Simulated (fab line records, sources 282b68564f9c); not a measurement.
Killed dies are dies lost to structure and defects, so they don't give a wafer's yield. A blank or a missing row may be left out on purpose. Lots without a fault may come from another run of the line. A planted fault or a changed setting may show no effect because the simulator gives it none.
fab line records | flow rit_cmos
record lots=5 wafers=15 last_day=7
route steps=202 shown ACTIVE@1 M1@202
lots that met no fault: from a run of the same line without faults
start_h: hours from the record's first day to the start of the lot's first wafer shown | wait_h: hours since the lot's step before | " the same as in the row above | L1.1+2: a row that stands for several wafers | - no value, or no start given | * or withheld: withheld | < > ~ a bound
route shown NAME@n: a module of which the file shows steps, and the number in the route of the first | usual: mean/standard deviation of fault-free wafers | same: alike in all rows | chamber/n: place in a boat | sites: the reading at each site | _std_site: their standard deviation | _edge_site: outer sites' mean less inner sites' | radius_mm: how far each site lies from the wafer's centre | mask NAME#n: copy n | behind: the tool/chamber that last shaped the wafer | hold: why the lot was held/for how many hours/how that ended | device: the transistor (n, p or np) that didn't switch | end of line: the same wafers' tests at the end of the route | a step without rows: its recipe alone | killed: dies lost to structure and defects at the first sort, not the wafer's yield | map: a wafer's dies, x killed, . not, _ none there
set.NAME: the setting as run; set.NAME@STEP: as run at that earlier step | model.NAME: the simulator's own value behind a step, which no gauge read
lots at some steps of the route; a table a step, a row a wafer
services: from which hour (start_h, from the record's first day; less than 0 if before it) a tool's chamber was out of use, for how many hours, and why
## steps
# step RIT_ACTIVE_BOW_MEAS_00
# recipe mode=bow
# usual INCOMING_BOW=-1/6.3
# columns lot.wafer tool chamber start_h wait_h INCOMING_BOW[um]
L516.3 film_metro-01 - 35.04 - -5
L516.5 " - " " 3
L516.6 " - " " -1
L521.3 film_metro-02 - 60.04 - 8
L521.4 " - " " -14
L521.5 " - " " -1
L522.2 film_metro-02 - 65.02 - -6
L522.3 " - " " 5
L522.6 " - " " 2
L525.4 film_metro-03 - 80.06 - 1
L525.5 " - " " -14
L525.6 " - " " -2
L533.1 film_metro-03 - 120.00 - -3
L533.3 " - " " 8
L533.6 " - " " 5
# step RIT_ACTIVE_OXIDATION_01
# recipe temp_c=1000 ambient=O2 target_thk_a=468 ox_time_s=3360
# step RIT_ACTIVE_THK_MEAS_02
# recipe reads=SiO2_of_ACTIVE_OXIDATION_01
# usual ACTIVE_OXIDE_THK=47.0/0.93
# columns lot.wafer tool chamber start_h wait_h ACTIVE_OXIDE_THK[nm]
L516.3 film_metro-01 - 38.05 0.0 45.4
L516.5 " - " " 46.0
L516.6 " - " " 46.6
L521.3 film_metro-02 - 62.07 0.0 44.7
L521.4 " - " " 46.5
L521.5 " - " " 46.4
L522.2 film_metro-01 - 68.24 0.0 48.5
L522.3 " - " " 48.1
L522.6 " - " " 49.0
L525.4 film_metro-03 - 82.60 0.0 46.6
L525.5 " - " " 47.2
L525.6 " - " " 47.9
L533.1 film_metro-01 - 122.05 0.0 47.3
L533.3 " - " " 46.7
L533.6 " - " " 46.6
# step RIT_ACTIVE_CVD_03
# recipe material=Si3N4 target_thk_nm=150 temp_c=810 precursor=SiH2Cl2/NH3 time_s=1500 pressure_mtorr=300 sih2cl2_flow_sccm=60 nh3_flow_sccm=150
# step RIT_ACTIVE_THK_MEAS_04
# recipe reads=Si3N4_of_ACTIVE_CVD_03
# usual ACTIVE_NITRIDE_THK=149.7/1.6
# columns lot.wafer tool chamber start_h wait_h ACTIVE_NITRIDE_THK[nm]
L516.3 film_metro-02 - 39.52 0.0 152.4
L516.5 " - " " 152.6
L516.6 " - " " 152.1
L521.3 film_metro-02 - 63.55 0.0 151.3
L521.4 " - " " 151.2
L521.5 " - " " 151.9
L522.2 film_metro-01 - 69.72 0.0 149.5
L522.3 " - " " 147.6
L522.6 " - " " 148.3
L525.4 film_metro-03 - 84.40 0.0 154.1
L525.5 " - " " 154.2
L525.6 " - " " 153.6
L533.1 film_metro-03 - 123.53 0.0 150.2
L533.3 " - " " 150.0
L533.6 " - " " 150.7
# step RIT_ACTIVE_HMDS_05
# recipe prime_time_s=60 prime_temp_c=140
# step RIT_ACTIVE_COAT_06
# recipe resist=NOVOLAK spin_rpm=3250 resist_thk_nm=1000
# step RIT_ACTIVE_SOFTBAKE_07
# recipe resist=NOVOLAK temp_c=90 time_s=60
# step RIT_ACTIVE_EXPOSE_08
# recipe mask_id=M1 na=0.6 source_shape=conventional sigma_outer=0.6 target_cd_nm=1400 dose_mj=225
# same na=0.6
# columns lot.wafer tool chamber start_h wait_h mask
L516.3+5+6 iline_stepper-02 0 40.18 0.2 M1#0
L521.3+4+5 iline_stepper-01 0 64.08 0.1 M1_R1#0
L522.2+3+6 iline_stepper-02 0 70.36 0.2 M1#0
L525.4+5+6 iline_stepper-01 0 84.94 0.1 M1#0
L533.1+3+6 iline_stepper-01 0 124.04 0.1 M1#0
# step RIT_ACTIVE_PEB_09
# recipe resist=NOVOLAK temp_c=withheld time_s=withheld
# step RIT_ACTIVE_DEVELOP_10
# recipe resist=NOVOLAK develop_time_s=50 dev_temp_c=23
# step RIT_ACTIVE_CD_MEAS_11
# recipe target_cd_nm=1400
# usual cd_nm=1400.6/1.9
# columns lot.wafer tool chamber start_h wait_h cd_nm
L516.3 cd_sem-02 - 40.58 - 1399.1
L516.5 " - " " 1398.1
L516.6 " - " " 1397.7
L521.3 cd_sem-02 - 64.48 - 1552.0
L521.4 " - " " 1553.8
L521.5 " - " " 1551.8
L522.2 cd_sem-01 - 70.76 - 1402.4
L522.3 " - " " 1400.7
L522.6 " - " " 1401.3
L525.4 cd_sem-01 - 85.34 - 1400.8
L525.5 " - " " 1397.3
L525.6 " - " " 1397.7
L533.1 cd_sem-01 - 124.44 - 1400.7
L533.3 " - " " 1401.5
L533.6 " - " " 1402.0
# step RIT_ACTIVE_HARDBAKE_12
# recipe resist=NOVOLAK temp_c=140 time_s=60
# step RIT_ACTIVE_ETCH_13
# recipe stop_on=SiO2 chemistry=SF6 target=Si3N4 time_s=210 over_etch_frac=0.4 SF6_flow_sccm=200 pressure_mtorr=260 rf_w=125 target_depth_a=2100
# usual drypump_motor_current_A=5.8/0.41 oes_product_au=0.816/0.013 throttle_valve_pct=7.52/0.15
# same over_etch_frac=0.4
# columns lot.wafer tool chamber start_h wait_h drypump_motor_current_A oes_product_au rf_hours_counter_h throttle_valve_pct model.ACTIVE.cd_nm
L516.3 rie_diel-03 1 40.81 0.1 5.6 0.809 134 7.25 1399
L516.5 " 0 " " 5.9 0.825 - 7.52 1398
L516.6 " 3 " " 5.7 0.842 - 7.36 1398
L521.3 rie_diel-02 3 64.71 0.1 5.9 0.800 79 7.56 1552
L521.4 " 0 " " 5.0 0.841 76 7.53 1554
L521.5 " 2 " " 6.1 0.804 - 7.46 1552
L522.2 rie_diel-03 1 71.01 0.1 5.6 0.806 135 7.24 1402
L522.3 " 0 " " 5.9 0.810 157 7.51 1400
L522.6 " 3 " " 5.7 0.833 - 7.34 1401
L525.4 rie_diel-03 2 85.58 0.1 6.5 0.836 96 7.70 1401
L525.5 " 1 " " 5.6 0.821 - 7.23 -
L525.6 " 2 " " 6.4 0.839 - 7.72 1398
L533.1 rie_diel-03 1 124.93 0.1 5.6 0.810 136 7.23 1401
L533.3 " 2 " " 6.5 0.830 97 7.69 1402
L533.6 " 3 " " 5.7 0.843 - 7.36 1402
# step RIT_ACTIVE_STRIP_14
# recipe chemistry=O2 time_s=180 resist=NOVOLAK platen_temp_c=withheld power_w=500 pressure_mtorr=4000 o2_flow_sccm=4000
# usual drypump_motor_current_A=6.02/0.19
# columns lot.wafer tool chamber start_h wait_h drypump_motor_current_A rf_hours_counter_h
L516.3 plasma_asher-01 1 41.00 0.1 6.13 -
L516.5 " 1 " " 6.12 -
L516.6 " 0 " " 5.93 -
L521.3 plasma_asher-03 0 64.90 0.1 5.86 -
L521.4 " 1 " " 6.29 -
L521.5 " 0 " " 5.87 -
L522.2 plasma_asher-03 1 71.14 0.1 6.28 43
L522.3 " 1 " " 6.28 -
L522.6 " 0 " " 5.91 -
L525.4 plasma_asher-01 1 85.77 0.1 6.16 -
L525.5 " 1 " " 6.14 -
L525.6 " 0 " " 5.93 -
L533.1 plasma_asher-02 0 125.07 0.1 5.96 49
L533.3 " 1 " " 5.71 -
L533.6 " 0 " " 5.97 -
# step RIT_M1_PROBE_99
# columns lot.wafer tool chamber start_h wait_h model.etest.pplus_sal.width_nm model.etest.nplus_sal.width_nm model.etest.nldd.width_nm model.etest.pldd.width_nm model.etest.nmos_narrow.drive_ua_um model.etest.pmos_narrow.drive_ua_um model.etest.field_p_metal.vt_v model.etest.field_p.vt_v
L516.3 prober-01 - 89.33 0.2 3478 3463 3238 3223 237 106.6 -30.2 -12.8
L516.5 prober-01 - 89.43 0.2 3455 3452 3199 3207 229.6 103 -30.59 -12.76
L516.6 prober-01 - 89.48 0.2 3459 3447 3224 3212 228.8 102.8 -31.08 -12.82
L521.3 prober-01 - 109.30 0.2 3623 3615 3319 3331 249.5 112.2 -31.04 -13.81
L521.4 prober-01 - 109.35 0.2 3631 3611 3297 3317 255.2 114.5 -31.24 -13.69
L521.5 prober-01 - 109.40 0.2 3601 3622 3304 3300 248.6 113.5 -30.87 -13.67
L522.2 prober-02 - 116.28 0.1 3450 3450 3159 3173 224.8 100.1 -28.74 -12.76
L522.3 prober-02 - 116.33 0.2 3426 3418 3170 3163 224.2 100.8 -29 -12.75
L522.6 prober-02 - 116.48 0.2 3406 3422 3147 3164 226.5 101 -29.82 -12.71
L525.4 prober-02 - 128.34 0.2 3446 3432 3178 3184 227 103.2 -30.3 -12.83
L525.5 prober-02 - 128.39 0.2 3424 3419 3152 3158 225.8 102.5 -29.65 -12.68
L525.6 prober-02 - 128.44 0.2 3427 3442 3161 3150 221.3 100.5 -29.68 -12.64
L533.1 prober-01 - 168.44 0.1 3442 3443 3170 3152 215.6 93.1 -29.34 -12.88
L533.3 prober-01 - 168.54 0.2 3447 3433 3162 3180 215.6 93.53 -30.05 -12.85
L533.6 prober-01 - 168.69 0.2 3435 3431 3151 3162 221.6 97.01 -29.98 -12.81
# killed by level:class
L516.3 SILICIDE:geometric_particle:short=2 FOX1:geometric_particle:open=1 FOX2:geometric_particle:short=1 FOX2:geometric_particle:open=1 GATE:geometric_particle:short=1 SPACER:geometric_particle:short=1
L516.5 GATE:geometric_particle:short=2 SPACER:geometric_particle:open=1
L516.6 FOX1:geometric_particle:short=1 FOX2:geometric_particle:short=1 GATE:geometric_particle:open=1 GATE:geometric_particle:short=1 SPACER:geometric_particle:short=1 SILICIDE:geometric_particle:open=1
L522.2 FOX1:geometric_particle:short=1 FOX1:geometric_particle:open=1 SILICIDE:geometric_particle:short=1
L522.3 SPACER:geometric_particle:open=2 FOX1:geometric_particle:open=1 REOX:geometric_particle:short=1 REOX:geometric_particle:open=1 SILICIDE:geometric_particle:open=1
L522.6 FOX1:geometric_particle:open=1 GATE:geometric_particle:short=1 GATE:geometric_particle:open=1 SPACER:geometric_particle:open=1 SILICIDE:geometric_particle:open=1
L525.4 GATE:geometric_particle:open=2 REOX:geometric_particle:short=2 FOX2:geometric_particle:short=1 GATE:geometric_particle:short=1 SPACER:geometric_particle:short=1 SPACER:geometric_particle:open=1 SILICIDE:geometric_particle:open=1
L525.5 GATE:geometric_particle:short=3 SPACER:geometric_particle:open=3 FOX1:geometric_particle:short=1 GATE:geometric_particle:open=1
L525.6 FOX2:geometric_particle:short=4 GATE:geometric_particle:short=1 REOX:geometric_particle:short=1 REOX:geometric_particle:open=1 SPACER:geometric_particle:open=1 SILICIDE:geometric_particle:open=1
L533.1 FOX1:geometric_particle:short=2 FOX1:geometric_particle:open=1 GATE:geometric_particle:short=1 SPACER:geometric_particle:open=1
L533.3 FOX1:geometric_particle:open=2 FOX1:geometric_particle:short=1 GATE:geometric_particle:short=1
L533.6 GATE:geometric_particle:open=3 GATE:geometric_particle:short=2 NRETRO:coat_microbubble_printed=1
## services
# columns tool chamber start_h hours kind
rie_diel-03 3 25.42 6.3 repair
plasma_asher-03 - 45.70 3.9 repair
rie_diel-02 0 51.41 5.0 repair
rie_diel-02 1 53.56 2.0 repair
rie_diel-03 1 59.09 4.2 repair
rie_diel-03 2 61.72 3.1 repair
iline_stepper-02 - 66.55 1.7 pm
rie_diel-02 0 76.21 10.0 repair
plasma_asher-01 - 86.36 44.0 repair
rie_diel-03 0 107.41 - clean
rie_diel-03 0 107.41 17.7 scheduled_down
rie_diel-03 0 107.41 17.7 vent_cycle
iline_stepper-01 0 121.04 - calibration
## key
first_sign step=RIT_ACTIVE_EXPOSE_08 reading=mask direction=changed
effect step=RIT_ACTIVE_CD_MEAS_11 reading=cd_nm direction=up sigmas=80 usual=1400.6 struck=1552.5
model_effect step=RIT_ACTIVE_ETCH_13 value=ACTIVE.cd_nm without=1403 struck=1553
model_effect step=RIT_M1_PROBE_99 value=etest.pplus_sal.width_nm without=3468 struck=3618
met_at RIT_ACTIVE_EXPOSE_08
struck_wafers L521.3,L521.4,L521.5
sort_left_out L521.3,L521.4,L521.5
tester_left_out L521
fault kind=wrong_mask tool=any chamber=- onset_h=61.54 steps=RIT_ACTIVE_EXPOSE_08 aux_copy=M1_R1#0 cd_offset_nm=150 scope=struck_lots_only
# tester_left_out: of these lots the tester's yield and bins aren't shown, on N5 and GAA mostly nor the transistor test; their killed dies are dies lost to structure and defects alone, not to doping, threshold or leakage, so they don't give the yield
# sort_left_out: the simulated sort isn't trusted on such a fault, so these wafers' sort isn't shown, and their yield isn't known
